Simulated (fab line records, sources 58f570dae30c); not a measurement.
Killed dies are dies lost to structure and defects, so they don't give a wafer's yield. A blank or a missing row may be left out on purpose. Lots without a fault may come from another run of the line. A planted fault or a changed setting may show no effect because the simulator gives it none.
Problem report in the 8D (eight disciplines) form, filled by code | flow berkeley_cmos170 | the parts of the form that need people (team, actions taken, sign-off) are left out

1. THE PROBLEM
run_length_s at UCB170_CONTACT_ETCH_18 reads a mean of 216.8 s on 6 wafers of 2 lots; wafers without a fault read 223.4 s with a standard deviation of 0.46. That is -14 standard deviations from the usual mean.
The step: etches PSG in CHF3/CF4/Ar, stops on TiSi2, target depth 840 nm, time 195 s.
First seen on wafer L615.4, day 11 10:00, on rie_diel-03. The record holds 42 wafers of 14 lots with a number at this step. Rule for "out", or "out of limits": more than 4 standard deviations from the usual mean. The other wafers with a number count as sound.

2. WHAT IT IS AND WHAT IT IS NOT
question                    | is                     | is not
which readings at this step | run_length_s           | cf4_flow_sccm, drypump_motor_current_A
which lots                  | L615, L620             | L600, L601, L602, L604, L605, L606, L607, L608, L610, L611, L617, L621
which wafers of those lots  | all that have a number | -
read on which tools         | rie_diel-03            | rie_diel-02, rie_diel-04
when                        | from day 11 10:00      | up to then (30 sound wafers); but 6 sound wafers of L617, L621 came after

3. SUSPECTS, AND WHAT RULES EACH OUT
Counting: a tool at a process step up to the reading stays a suspect if it ran every lot that is out and no sound lot after the first of them.
- rie_diel-03 at UCB170_CONTACT_ETCH_18 (etches PSG in CHF3/CF4/Ar, stops on TiSi2, target depth 840 nm, time 195 s): kept. It ran every lot that is out, first L615 (day 11 10:00), and no sound lot after that; its last sound lot up to then is L611 (day 10 07:00). Its own readings are out on those wafers: run_length_s.
Left after counting: rie_diel-03 at UCB170_CONTACT_ETCH_18.

4. THE CAUSE (what the simulator had put in)
Process parameter drift: rie_diel-03, from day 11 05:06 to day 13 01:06, at UCB170_CONTACT_ETCH_18. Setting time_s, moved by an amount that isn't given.
Counting left only this tool.

5. THE CHAIN OF EFFECTS, in route order
Each row: a reading whose mean over the struck wafers that have a number lies more than 3 standard deviations from the usual. Only readings for which the record gives a usual standard deviation are gone through. hours: the time from each lot's start at the first step in this table that gives one to its start at this step, as a median over the lots. sigmas: the change in usual standard deviations.
hours | step                   | reading      | usual   | on struck wafers | change | sigmas
0     | UCB170_CONTACT_ETCH_18 | run_length_s | 223.4 s | 216.8            | -6.6   | -14
The process steps in it:
- UCB170_CONTACT_ETCH_18: etches PSG in CHF3/CF4/Ar, stops on TiSi2, target depth 840 nm, time 195 s.
Later measuring or inspecting steps at which every struck wafer that the step has a row for has a number for every such reading, and none has moved that far: UCB170_V1_CD_MEAS_90.

6. WHAT WOULD HAVE CAUGHT IT SOONER
In this record the first reading out of limits was taken at day 11 10:00, 5 hours after the fault began at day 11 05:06.
